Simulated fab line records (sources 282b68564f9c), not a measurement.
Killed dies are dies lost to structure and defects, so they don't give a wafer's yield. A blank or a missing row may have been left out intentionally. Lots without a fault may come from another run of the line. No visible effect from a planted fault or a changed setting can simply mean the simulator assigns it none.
Which tool did it?    flow ritCmos    18 wafers from 6 lots sampled at 4 of the route's 202 steps

## WHAT THE GAUGES READ, wafer by wafer
RIT_SDANNEAL_RS_MEAS_04: a four-point-probe measurement.
lot   measured     on            PSD_RS (ohm/sq)
L823  day 3 07:46  filmMetro-03  115.94 115.51 115.80
L825  day 3 15:59  filmMetro-04  115.87 115.59 115.58
L829  day 4 11:38  filmMetro-01  116.04 116.30 115.98
L840  day 6 19:04  filmMetro-04  115.93 115.80 116.16
L842  day 7 05:59  filmMetro-03  116.04 115.93 115.89
L844  day 7 15:29  filmMetro-04  115.73 115.74 115.52

## TOOL THAT RAN EACH LOT (tool first, then ch and the chambers of the sampled wafers, then the start)
lot   RIT_FOX2_CLEAN_02              RIT_NWELL_STRIP_09                  RIT_PRETRO_STRIP_09
L823  wetBench-04 ch 2, day 2 00:36  plasmaAsher-01 ch 0,1, day 2 02:59  plasmaAsher-01 ch 0,1, day 2 13:32
L825  wetBench-04 ch 1, day 2 10:04  plasmaAsher-03 ch 0,1, day 2 12:16  plasmaAsher-01 ch 0,1, day 2 22:31
L829  wetBench-03 ch 0, day 3 05:32  plasmaAsher-01 ch 1, day 3 07:49    plasmaAsher-04 ch 0,1, day 3 18:11
L840  wetBench-03 ch 1, day 5 12:23  plasmaAsher-02 ch 0,1, day 5 14:35  plasmaAsher-01 ch 0,1, day 6 00:52
L842  wetBench-04 ch 1, day 5 23:13  plasmaAsher-02 ch 0,1, day 6 01:24  plasmaAsher-02 ch 0,1, day 6 11:34
L844  wetBench-03 ch 3, day 6 08:29  plasmaAsher-02 ch 0,1, day 6 10:46  plasmaAsher-04 ch 1, day 6 21:39
- RIT_FOX2_CLEAN_02: cleans in dHF, time 180 s.
- RIT_NWELL_STRIP_09: strips in O2, time 180 s.
- RIT_PRETRO_STRIP_09: strips in O2, time 180 s.

## THE ANSWER, worked out from the rows above alone
Rule: the usual values come from the lots themselves. Put in order of their means at a reading, lots are off if they are a third of the lots or fewer, leave a main group of 4 or more, and stand apart from it by a gap of 3 or more times the standard deviation of the main group's means; of several such gaps the widest counts. Not used: any main group whose means are identical at the precision the tables above print for the reading. Also off: a lot with no number at a reading for which 4 or more lots have one. The other lots that the step has rows for count as sound.
None of the lots is off at any reading shown; this tells nothing.

## WHAT THE SIMULATOR PUT IN
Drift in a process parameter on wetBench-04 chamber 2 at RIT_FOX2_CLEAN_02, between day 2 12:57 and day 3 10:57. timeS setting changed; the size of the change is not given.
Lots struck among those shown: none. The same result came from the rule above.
